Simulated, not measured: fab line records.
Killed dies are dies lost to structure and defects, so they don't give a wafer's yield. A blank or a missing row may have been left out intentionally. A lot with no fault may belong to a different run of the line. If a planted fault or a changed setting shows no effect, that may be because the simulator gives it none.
Which tool is to blame?	flow ritCmos	14 lots with 42 wafers sampled at 6 steps, on a route of 202 steps

== WHAT EACH GAUGE READ, for each wafer ==
RIT_ACTIVE_BOW_MEAS_00.
lot	measured	on	INCOMING_BOW (um)
L209	day 1 10:02	filmMetro-04	9 -9 5
L210	day 1 15:01	filmMetro-03	1 7 -7
L211	day 1 20:01	filmMetro-01	2 -2 4
L212	day 2 01:00	filmMetro-04	-7 -12 4
L215	day 2 16:00	filmMetro-03	4 -4 0
L217	day 3 02:02	filmMetro-04	4 6 7
L218	day 3 07:02	filmMetro-03	0 -2 8
L223	day 4 08:00	filmMetro-04	-10 10 -1
L225	day 4 18:04	filmMetro-04	0 4 8
L227	day 5 04:00	filmMetro-01	1 4 -3
L228	day 5 09:02	filmMetro-04	-2 6 14
L229	day 5 14:04	filmMetro-03	6 -4 6
L230	day 5 19:02	filmMetro-01	-3 4 5
L232	day 6 05:01	filmMetro-04	0 1 -5

RIT_PRETRO_OVL_MEAS_06.
lot	measured	on	PRETRO_OVL (nm)
L209	day 2 07:37	overlay-02	2.9 3.0 1.3
L210	day 2 12:41	overlay-01	0.5 2.1 1.2
L211	day 2 17:43	overlay-02	2.2 0.6 0.0
L212	day 2 22:28	overlay-02	3.2 2.1 2.4
L215	day 3 13:08	overlay-01	0.6 1.5 1.1
L217	day 3 23:32	overlay-01	2.3 2.3 2.9
L218	day 4 04:16	overlay-02	4.2 1.4 3.4
L223	day 5 04:40	overlay-01	2.0 2.5 2.6
L225	day 5 16:48	overlay-02	0.9 -0.4 0.8
L227	day 6 00:46	overlay-01	3.5 3.9 3.4
L228	day 6 07:19	overlay-01	1.7 -0.1 0.4
L229	day 6 13:01	overlay-02	2.2 2.0 2.0
L230	day 6 16:50	overlay-02	0.6 2.2 1.5
L232	day 7 01:43	overlay-02	0.5 1.5 1.3

RIT_SDANNEAL_RS_MEAS_06: uses a four-point probe to measure.
lot	measured	on	PLDD_RS (ohm/sq)
L209	day 3 02:06	filmMetro-01	179.3 179.0 178.9
L210	day 3 07:26	filmMetro-01	178.7 179.5 179.3
L211	day 3 12:08	filmMetro-01	178.3 178.7 179.2
L212	day 3 16:50	filmMetro-03	178.7 178.8 178.5
L215	day 4 07:09	filmMetro-01	178.9 178.7 178.9
L217	day 4 18:25	filmMetro-01	178.7 178.8 178.9
L218	day 5 00:00	filmMetro-01	178.3 178.1 178.4
L223	day 6 01:44	filmMetro-03	179.3 179.5 179.3
L225	day 6 10:55	filmMetro-04	178.3 178.7 178.1
L227	day 6 19:19	filmMetro-01	179.0 179.1 178.3
L228	day 7 01:56	filmMetro-04	178.2 178.5 178.5
L229	day 7 10:16	filmMetro-03	177.5 177.8 178.0
L230	day 7 15:35	filmMetro-01	177.8 177.6 177.7
L232	day 7 22:59	filmMetro-03	179.1 178.6 179.2

RIT_M1_RS_MEAS_01: uses a four-point probe to measure.
lot	measured	on	M1_AL_RS (ohm/sq)
L209	day 3 05:24	filmMetro-03	0.0729 0.0734 0.0736
L210	day 3 10:43	filmMetro-03	0.0735 0.0727 0.0739
L211	day 3 15:28	filmMetro-01	0.0735 0.0743 0.0745
L212	day 3 20:18	filmMetro-04	0.0739 0.0733 0.0735
L215	day 4 10:25	filmMetro-04	0.0585 0.0578 0.0583
L217	day 4 21:41	filmMetro-03	0.0586 0.0589 0.0583
L218	day 5 03:23	filmMetro-03	0.0733 0.0746 0.0739
L223	day 6 05:05	filmMetro-01	0.0736 0.0729 0.0732
L225	day 6 14:17	filmMetro-01	0.0739 0.0738 0.0740
L227	day 6 22:37	filmMetro-01	0.0737 0.0738 0.0742
L228	day 7 05:20	filmMetro-01	0.0716 0.0727 0.0716
L229	day 7 13:41	filmMetro-04	0.0735 0.0737 0.0745
L230	day 7 18:53	filmMetro-04	0.0734 0.0734 0.0732
L232	day 8 02:16	filmMetro-04	0.0737 0.0733 0.0742

RIT_M1_THK_MEAS_02: measures by xrf.
lot	measured	on	M1_AL_THK (nm)
L209	day 3 05:30	filmMetro-03	407 405 403
L210	day 3 10:50	filmMetro-03	406 407 401
L211	day 3 15:35	filmMetro-01	406 399 400
L212	day 3 20:25	filmMetro-04	404 406 404
L215	day 4 10:32	filmMetro-04	508 509 505
L217	day 4 21:47	filmMetro-03	503 497 502
L218	day 5 03:29	filmMetro-03	406 398 402
L223	day 6 05:12	filmMetro-01	405 408 409
L225	day 6 14:22	filmMetro-01	404 406 404
L227	day 6 22:44	filmMetro-01	407 404 401
L228	day 7 05:26	filmMetro-01	414 408 417
L229	day 7 13:46	filmMetro-04	404 405 400
L230	day 7 18:59	filmMetro-04	406 407 409
L232	day 8 02:23	filmMetro-04	405 405 402

== WHICH TOOL RAN EACH LOT (tool, then ch and the chambers of the sampled wafers, then the start) ==
lot	RIT_M1_SPUTTER_00
L209	pvdSputter-03, day 3 05:04
L210	pvdSputter-03, day 3 10:25
L211	pvdSputter-01, day 3 15:09
L212	pvdSputter-03, day 3 20:01
L215	pvdSputter-01, day 4 10:08
L217	pvdSputter-01, day 4 21:22
L218	pvdSputter-03, day 5 03:03
L223	pvdSputter-02, day 6 04:47
L225	pvdSputter-02, day 6 13:55
L227	pvdSputter-02, day 6 22:19
L228	pvdSputter-01, day 7 05:01
L229	pvdSputter-02, day 7 13:20
L230	pvdSputter-01, day 7 18:32
L232	pvdSputter-03, day 8 01:57
- RIT_M1_SPUTTER_00: material Al, target thk 400 nm, time 500 s.

== AS READ BY THE TOOLS THEMSELVES (means over the sampled wafers that have a number; for cases with no such wafer, the mark the record gives instead) ==
RIT_M1_SPUTTER_00.
lot	tool	throttleValvePct (%)
L209	pvdSputter-03	29.4
L210	pvdSputter-03	29.3
L211	pvdSputter-01	29.9
L212	pvdSputter-03	29.7
L215	pvdSputter-01	29.7
L217	pvdSputter-01	29.7
L218	pvdSputter-03	29.3
L223	pvdSputter-02	30.4
L225	pvdSputter-02	30.7
L227	pvdSputter-02	30.4
L228	pvdSputter-01	30.5
L229	pvdSputter-02	30.5
L230	pvdSputter-01	29.3
L232	pvdSputter-03	29.6

== THE ANSWER, worked out from the rows above alone ==
Rule: what is usual is taken from the lots themselves. The widest of any qualifying gaps counts: lots, ordered by their means at a reading, are off when they make up no more than a third of the lots, leave a main group of 4 or more, and stand apart from it by 3 or more times the standard deviation of that group's means. A main group is skipped when, at the precision printed for the reading in the tables above, its means are all equal. Also off: a lot with no number at a reading for which 4 or more lots have one. The other lots that the step has rows for count as sound. After the gauges, taken in route order, come the tools' own readings; for these a lot's mean is taken, as printed above. At the first step where some lot is off, the reading lying furthest off is the one used; lots without a number count as furthest.
Off: at RIT_M1_RS_MEAS_01 (M1_AL_RS), L215, L217. The main group: mean 0.0735 ohm/sq, standard deviation 0.00055.
A tool fits if, at a process step before that reading, it ran every lot that is off, and no sound lot after the first of them. Gauges at RIT_M1_RS_MEAS_01: tried the same way as those tools. No candidate that was tried fits.

== WHAT HAD BEEN PUT IN BY THE SIMULATOR ==
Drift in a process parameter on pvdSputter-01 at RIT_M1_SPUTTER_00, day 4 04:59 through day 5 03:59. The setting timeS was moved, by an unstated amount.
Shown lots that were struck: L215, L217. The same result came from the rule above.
